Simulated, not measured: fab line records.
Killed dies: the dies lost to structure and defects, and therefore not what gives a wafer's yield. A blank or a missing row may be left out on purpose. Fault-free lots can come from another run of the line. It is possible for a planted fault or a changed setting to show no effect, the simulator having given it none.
2 desks looking at one fault | flow ritCmos | each desk has only its own numbers; what lay behind them comes last

THE METROLOGY DESK
What the gauges read for every lot (on any tool): the sampled wafers with a number, averaged. If a lot's mean is further than 4 standard deviations from the usual mean, the lot is out of limits and carries the mark OUT (the distance appears in the brackets).
Columns: A = PSD_OVL at RIT_PSD_OVL_MEAS_06, usual -0.8 nm; B = M1_OVL at RIT_M1_OVL_MEAS_10, usual -0.5 nm
lot  | first seen here | A    | B
L566 | day 3 02:02     | -0.1 | -0.4
L568 | day 3 18:31     | -1.4 | 0.5
L569 | day 4 00:52     | -1.7 | 1.3
L570 | day 4 07:40     | 0.1  | 0.7
L572 | day 4 12:43     | -0.5 | -2.4
L573 | day 4 19:42     | 2.2  | -0.5
L574 | day 4 22:46     | 0.1  | -2.5
L576 | day 5 13:53     | -1.2 | -1.1
L577 | day 5 15:25     | -1.8 | -1.0
L583 | day 6 20:20     | 0.4  | -1.4
L585 | day 7 04:26     | -1.0 | -0.6
L586 | day 7 10:38     | -1.7 | -0.3
L587 | day 7 15:37     | -1.8 | 0.4
L588 | day 19 08:48    | 0.4  | 0.3
Finding of this desk: none of the 14 lots has anything out of limits.

AT THE TOOL OWNER'S DESK: pvdSputter-01
The tool's own readings at RIT_M1_SPUTTER_00 (material Al, target thk 400 nm, time 500 s): means of the sampled wafers that have a number, for each lot that ran on this tool. If a lot's mean is further than 4 standard deviations from the usual mean, the lot is out of limits and carries the mark OUT (the distance appears in the brackets).
Columns: A = throttleValvePct at RIT_M1_SPUTTER_00, usual 29.9 %
lot  | first seen here | A
L566 | day 3 06:35     | 29.4
L573 | day 5 00:12     | 29.5
L577 | day 5 19:59     | 29.5
L585 | day 7 08:43     | 29.2
L586 | day 7 15:07     | 30.0
Finding of this desk: none of the 5 lots has anything out of limits.

ALL TOGETHER
At the metrology desk, nothing out of limits was observed.
The tool owner's desk saw nothing out of limits.

WHAT HAD BEEN PUT IN BY THE SIMULATOR
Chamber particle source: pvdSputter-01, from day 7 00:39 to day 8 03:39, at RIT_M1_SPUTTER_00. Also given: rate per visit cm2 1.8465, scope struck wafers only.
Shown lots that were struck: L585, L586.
